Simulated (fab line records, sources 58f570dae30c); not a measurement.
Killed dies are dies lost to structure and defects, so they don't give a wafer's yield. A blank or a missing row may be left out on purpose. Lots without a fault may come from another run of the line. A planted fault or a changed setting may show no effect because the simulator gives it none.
Split-lot experiment | flow berkeley_cmos170 | 5 lots, 23 wafers read, on a route of 331 steps

THE SPLIT
At UCB170_NWELL_CVD_04 (deposits Si3N4 from SiH2Cl2/NH3, target thk 224 nm, time 3360 s), the setting pressure_mtorr was moved away from the recipe's 200 mTorr on 20 of the 23 wafers read, by -12.8% to +13.8%. The other wafers ran this setting at the recipe's value.

The file shows no step between the split and the reading.

THE READING
NWELL_NITRIDE_THK, in nm, at UCB170_NWELL_THK_MEAS_05. Fault-free wafers of this fab line usually give 223.8 nm, standard deviation 2.3 nm.

wafer  | tool, chamber at the split | pressure_mtorr as run, mTorr | against the recipe | NWELL_NITRIDE_THK, nm | against lot-mates on the recipe
L074.1 | -, -                       | 227.7                        | +13.8%             | 234.8                 | no lot-mate on the recipe
L074.2 | -, -                       | 227.7                        | +13.8%             | 235.0                 | no lot-mate on the recipe
L074.4 | -, -                       | 227.7                        | +13.8%             | 236.2                 | no lot-mate on the recipe
L074.5 | -, -                       | 227.7                        | +13.8%             | 237.8                 | no lot-mate on the recipe
L074.6 | -, -                       | 227.7                        | +13.8%             | 235.6                 | no lot-mate on the recipe
L075.1 | lpcvd-02, 1                | 200                          | recipe             | 221.9                 | -
L075.3 | lpcvd-02, 1                | 200                          | recipe             | 222.0                 | -
L075.6 | lpcvd-02, 1                | 200                          | recipe             | 223.1                 | -
L078.1 | -, -                       | 176                          | -12.0%             | 213.8                 | no lot-mate on the recipe
L078.3 | -, -                       | 176                          | -12.0%             | 214.8                 | no lot-mate on the recipe
L078.4 | -, -                       | 176                          | -12.0%             | 215.0                 | no lot-mate on the recipe
L078.5 | -, -                       | 176                          | -12.0%             | 214.8                 | no lot-mate on the recipe
L078.6 | -, -                       | 176                          | -12.0%             | 216.5                 | no lot-mate on the recipe
L079.1 | -, -                       | 174.4                        | -12.8%             | 217.1                 | no lot-mate on the recipe
L079.2 | -, -                       | 174.4                        | -12.8%             | 217.6                 | no lot-mate on the recipe
L079.4 | -, -                       | 174.4                        | -12.8%             | 217.0                 | no lot-mate on the recipe
L079.5 | -, -                       | 174.4                        | -12.8%             | 217.9                 | no lot-mate on the recipe
L079.6 | -, -                       | 174.4                        | -12.8%             | 218.9                 | no lot-mate on the recipe
L081.2 | -, -                       | 218.9                        | +9.5%              | 233.3                 | no lot-mate on the recipe
L081.3 | -, -                       | 218.9                        | +9.5%              | 231.9                 | no lot-mate on the recipe
L081.4 | -, -                       | 218.9                        | +9.5%              | 234.2                 | no lot-mate on the recipe
L081.5 | -, -                       | 218.9                        | +9.5%              | 235.2                 | no lot-mate on the recipe
L081.6 | -, -                       | 218.9                        | +9.5%              | 233.7                 | no lot-mate on the recipe

THE FIT
A straight line over all 23 wafers: NWELL_NITRIDE_THK changes by +0.759 nm for each +1% of pressure_mtorr; r = +0.98; the points scatter about the line by 2 nm.
Too few moved wafers have a lot-mate on the recipe to fit a line with each lot's own level taken away.

THE WHOLE CHAIN: every reading that the file lists as answering this split, in the file's order
step                     | what it does                                                                 | reading                                                                       | change (the file's fit)               | r (the file's)
UCB170_NWELL_CVD_04      | deposits Si3N4 from SiH2Cl2/NH3, target thk 224 nm, time 3360 s              | Si3N4_of_NWELL_CVD_04.thk_nm (the simulator's own value, which no gauge read) | +0.759 nm for each +1% of the setting | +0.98
UCB170_NWELL_THK_MEAS_05 |                                                                              | NWELL_NITRIDE_THK                                                             | +0.76 for each +1% of the setting     | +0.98
UCB170_NWELL_ETCH_13     | etches Si3N4 in CH3F/Ar/O2, stops on SiO2, target depth 246.4 nm, time 154 s | etch.depth_nm (the simulator's own value, which no gauge read)                | +0.808 nm for each +1% of the setting | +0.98

THE FILE'S OWN FIT
NWELL_NITRIDE_THK changes by +0.76 nm for each +1% of pressure_mtorr, r = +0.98.
